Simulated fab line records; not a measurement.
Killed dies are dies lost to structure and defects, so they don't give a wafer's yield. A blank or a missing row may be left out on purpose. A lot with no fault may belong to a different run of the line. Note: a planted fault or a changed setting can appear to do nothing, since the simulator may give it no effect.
fab line records	flow berkeley-cmos170
record: lots: 5	wafers: 15	last-day: 10
route steps=331 shown PWELL@51 WELLDRIVE@55 ACTIVE@60
lots that met no fault: from a run of the same line without faults
start-h: hours from the record's opening day to when the first of the lot's shown wafers began	wait-h: hours from the lot's prior step to this one	" as in the row above	L1.1+2: one row covering several wafers at once	- no value, or no start was given	* or withheld: withheld	< > ~ a bound
route shown NAME@n: NAME is a module with steps in the file, n the number in the route of the first one	usual: mean/standard deviation taken from wafers without a fault	same: alike in all rows	chamber/n: place in a boat	sites: readings site by site	_std_site: their standard deviation	_edge_site: mean of outer sites minus mean of inner sites	radius-mm: for every site, how far away it sits from the centre of the wafer	mask NAME#n: copy n	behind: the tool/chamber that last shaped the wafer	hold: reason for holding the lot/hours on hold/outcome of the hold	device: transistor that didn't switch, given as n, p or np	end of line: the tests these same wafers got at the end of their route	where a step has no rows: the recipe by itself	killed: dies lost to structure and defects at the first sort, not the wafer's yield	map: the dies of a wafer, with x for killed, . for not killed, _ for no die there
set.NAME: the setting that was run; set.NAME@STEP: the one run at that earlier step	model.NAME: the simulator's own value behind a step, which no gauge read
lots at selected steps of the route; one table per step, one row per wafer
services: when a tool's chamber went out of use (start-h, in hours from the record's first day, below 0 if earlier), for how many hours, and the reason
== steps ==
step: UCB170_PWELL_TW_MEAS_17
usual: PWELL_TW: 377/3
lot.wafer	tool	chamber	start-h	wait-h	PWELL_TW
L076.1	film-metro-03	-	57.30	0.1	372
L076.2	"	-	"	"	371
L076.4	"	-	"	"	371
L077.1	film-metro-04	-	63.72	0.1	379
L077.2	"	-	"	"	379
L077.4	"	-	"	"	381
L081.1	film-metro-03	-	90.86	0.1	375
L081.3	"	-	"	"	374
L081.6	"	-	"	"	374
L083.2	film-metro-03	-	91.27	0.1	372
L083.3	"	-	"	"	375
L083.5	"	-	"	"	373
L090.1	film-metro-04	-	129.76	0.1	377
L090.2	"	-	"	"	378
L090.4	"	-	"	"	374
step: UCB170_PWELL_CLEAN_18
recipe: chemistry: SPM	temp-c: 120	time-s: 600
lot.wafer	tool	chamber	start-h	wait-h
L076.1+2+4	wet-bench-02	0	57.36	0.1
L077.1+2+4	wet-bench-03	0	63.78	0.1
L081.1+3+6	wet-bench-02	3	90.92	0.1
L083.2+3+5	wet-bench-02	3	91.44	0.2
L090.1+2+4	wet-bench-03	0	132.88	3.1
step: UCB170_PWELL_WET_ETCH_19
recipe: chemistry: H3PO4	target: Si3N4	temp-c: 160	time-s: 14400
lot.wafer	tool	chamber	start-h	wait-h
L076.1+2+4	wet-bench-03	2	57.55	0.0
L077.1+2+4	wet-bench-03	1	63.97	0.0
L081.1+3+6	wet-bench-04	0	91.10	0.0
L083.2+3+5	wet-bench-02	1	91.83	0.2
L090.1+2+4	wet-bench-02	0	133.16	0.1
step: UCB170_PWELL_WET_ETCH_20
recipe: chemistry: BOE	dilution: 5:1	target: SiO2	temp-c: 25	time-s: 22
lot.wafer	tool	chamber	start-h	wait-h
L076.1+2+4	wet-bench-03	0	61.93	0.0
L077.1+2+4	wet-bench-04	1	68.34	0.0
L081.1+3+6	wet-bench-04	1	95.72	0.6
L083.2+3+5	wet-bench-02	0	95.84	0.0
L090.1+2+4	wet-bench-02	2	137.75	0.6
step: UCB170_WELLDRIVE_CLEAN_00
recipe: chemistry: SPM	temp-c: 120	time-s: 600
lot.wafer	tool	chamber	start-h	wait-h
L076.1+2+4	wet-bench-03	3	61.94	0.0
L077.1+2+4	wet-bench-04	0	68.36	0.0
L081.1+3+6	wet-bench-03	3	95.79	0.0
L083.2+3+5	wet-bench-02	1	95.86	0.0
L090.1+2+4	wet-bench-04	1	138.44	0.7
step: UCB170_WELLDRIVE_OXIDATION_01
recipe: temp-c: 1100	ambient: O2	target-thk-a: 1990	ox-time-s: 8731
usual: tube-center-temp-C: 1100/0.099
lot.wafer	tool	chamber	start-h	wait-h	tube-center-temp-C
L076.1	furnace-04	0	64.73	2.6	1100
L076.2	"	0	"	"	1100
L076.4	"	0	"	"	1100.1
L077.1	furnace-04	0	72.23	3.7	1100.1
L077.2	"	0	"	"	1100
L077.4	"	0	"	"	1099.7
L081.1	furnace-01	0	99.98	4.0	1100
L081.3	"	0	"	"	1099.8
L081.6	"	0	"	"	1099.9
L083.2	furnace-01	0	99.98	4.0	1099.9
L083.3	"	0	"	"	1100.1
L083.5	"	0	"	"	1100.2
L090.1	furnace-04	0	139.59	1.0	1099.9
L090.2	"	0	"	"	1100
L090.4	"	0	"	"	1099.9
step: UCB170_WELLDRIVE_THK_MEAS_02
recipe: reads: SiO2_of_WELLDRIVE_OXIDATION_01
usual: WELLDRIVE_OXIDE_THK: 197/3.6
lot.wafer	tool	chamber	start-h	wait-h	WELLDRIVE_OXIDE_THK[nm]
L076.1	film-metro-03	-	68.23	0.0	194
L076.2	"	-	"	"	192
L076.4	"	-	"	"	189
L077.1	film-metro-02	-	75.73	0.0	194
L077.2	"	-	"	"	195
L077.4	"	-	"	"	198
L081.1	film-metro-04	-	103.48	0.0	196
L081.3	"	-	"	"	197
L081.6	"	-	"	"	197
L083.2	film-metro-02	-	103.49	0.0	192
L083.3	"	-	"	"	192
L083.5	"	-	"	"	193
L090.1	film-metro-02	-	143.09	0.0	193
L090.2	"	-	"	"	197
L090.4	"	-	"	"	194
step: UCB170_WELLDRIVE_ANNEAL_03
recipe: temp-c: 1100	time-s: 900	ambient: N2
usual: tube-center-temp-C: 1100/0.11
lot.wafer	tool	chamber	start-h	wait-h	tube-center-temp-C
L076.1	furnace-03	0	71.61	3.4	1100
L076.2	"	0	"	"	1100.1
L076.4	"	0	"	"	1100
L077.1	furnace-03	0	80.63	4.9	1100.3
L077.2	"	0	"	"	1099.9
L077.4	"	0	"	"	1100.1
L081.1	furnace-04	0	106.86	3.4	1100
L081.3	"	0	"	"	1100
L081.6	"	0	"	"	1100
L083.2	furnace-04	0	106.86	3.4	1100.2
L083.3	"	0	"	"	1100
L083.5	"	0	"	"	1100.1
L090.1	furnace-04	0	144.42	1.3	1100.1
L090.2	"	0	"	"	1100
L090.4	"	0	"	"	1100
step: UCB170_WELLDRIVE_WET_ETCH_04
recipe: chemistry: BOE	dilution: 5:1	target: SiO2	temp-c: 25	time-s: 120
lot.wafer	tool	chamber	start-h	wait-h
L076.1+2+4	wet-bench-04	0	72.86	0.0
L077.1+2+4	wet-bench-04	3	81.88	0.0
L081.1+3+6	wet-bench-04	2	108.17	0.1
L083.2+3+5	wet-bench-04	1	108.17	0.1
L090.1+2+4	wet-bench-03	1	148.28	2.6
step: UCB170_ACTIVE_CLEAN_00
recipe: chemistry: SPM	temp-c: 120	time-s: 600
lot.wafer	tool	chamber	start-h	wait-h
L076.1+2+4	wet-bench-02	2	72.91	0.0
L077.1+2+4	wet-bench-04	1	81.92	0.0
L081.1+3+6	wet-bench-04	2	108.21	0.0
L083.2+3+5	wet-bench-04	1	108.21	0.0
L090.1+2+4	wet-bench-04	3	148.39	0.1
step: UCB170_ACTIVE_CLEAN_01
recipe: chemistry: dHF	dilution: 25:1	time-s: 60
lot.wafer	tool	chamber	start-h	wait-h
L076.1+2+4	wet-bench-02	2	73.08	0.0
L077.1+2+4	wet-bench-03	3	82.10	0.0
L081.1+3+6	wet-bench-04	3	108.45	0.1
L083.2+3+5	wet-bench-04	0	108.45	0.1
L090.1+2+4	wet-bench-04	1	148.58	0.0
step: UCB170_ACTIVE_OXIDATION_02
recipe: temp-c: 1000	ambient: O2	target-thk-a: 264	ox-time-s: 1260
usual: tube-center-temp-C: 1000/0.083
lot.wafer	tool	chamber	start-h	wait-h	tube-center-temp-C
L076.1	furnace-02	0	73.79	0.7	999.95
L076.2	"	0	"	"	999.92
L076.4	"	0	"	"	999.93
L077.1	furnace-01	0	84.87	2.7	999.97
L077.2	"	0	"	"	1000
L077.4	"	0	"	"	999.87
L081.1	furnace-01	0	110.32	1.8	1000
L081.3	"	0	"	"	999.93
L081.6	"	0	"	"	1000.1
L083.2	furnace-01	0	110.32	1.8	1000.1
L083.3	"	0	"	"	1000
L083.5	"	0	"	"	999.98
L090.1	furnace-04	0	149.59	1.0	1000.1
L090.2	"	0	"	"	999.82
L090.4	"	0	"	"	1000.1
step: UCB170_ACTIVE_THK_MEAS_03
recipe: reads: SiO2_of_ACTIVE_OXIDATION_02
usual: ACTIVE_OXIDE_THK: 26.3/0.42
lot.wafer	tool	chamber	start-h	wait-h	ACTIVE_OXIDE_THK[nm]
L076.1	film-metro-03	-	75.14	0.0	27.2
L076.2	"	-	"	"	26.8
L076.4	"	-	"	"	27.0
L077.1	film-metro-03	-	86.22	0.0	26.4
L077.2	"	-	"	"	26.7
L077.4	"	-	"	"	26.7
L083.2	film-metro-02	-	111.68	0.0	26.3
L083.3	"	-	"	"	26.8
L083.5	"	-	"	"	26.6
L081.1	film-metro-01	-	111.69	0.0	26.3
L081.3	"	-	"	"	25.9
L081.6	"	-	"	"	25.9
L090.1	film-metro-03	-	150.94	0.0	26.0
L090.2	"	-	"	"	25.9
L090.4	"	-	"	"	25.3
step: UCB170_ACTIVE_ANNEAL_04
recipe: temp-c: 1000	time-s: 900	ambient: N2
usual: tube-center-temp-C: 1000/0.092
lot.wafer	tool	chamber	start-h	wait-h	tube-center-temp-C
L076.1	furnace-01	0	78.10	3.0	999.96
L076.2	"	0	"	"	999.96
L076.4	"	0	"	"	1000.1
L077.1	furnace-04	0	89.16	2.9	1000.1
L077.2	"	0	"	"	999.88
L077.4	"	0	"	"	999.86
L081.1	furnace-04	0	117.36	5.7	1000.1
L081.3	"	0	"	"	999.92
L081.6	"	0	"	"	999.91
L083.2	furnace-04	0	117.36	5.7	1000.1
L083.3	"	0	"	"	1000.1
L083.5	"	0	"	"	1000.1
L090.1	furnace-04	0	152.27	1.3	999.89
L090.2	"	0	"	"	1000.1
L090.4	"	0	"	"	1000.1
step: UCB170_ACTIVE_CVD_05
recipe: material: Si3N4	target-thk-nm: 220	temp-c: 800	precursor: SiH2Cl2/NH3	time-s: 3300	pressure-mtorr: 200	sih2cl2-flow-sccm: 25	nh3-flow-sccm: 75
lot.wafer	tool	chamber	start-h	wait-h
L076.1+2+4	lpcvd-02	1	81.73	2.4
L077.1+2+4	lpcvd-01	1	90.41	0.0
L081.1+3+6	lpcvd-01	0	119.23	0.6
L083.2+3+5	lpcvd-01	0	119.23	0.6
L090.1+2+4	lpcvd-01	0	153.56	0.0
== services ==
tool	chamber	start-h	hours	kind
lpcvd-01	-	86.56	3.1	repair
furnace-04	-	93.91	4.8	pm
furnace-02	-	115.48	3.3	pm
== key ==
fault none
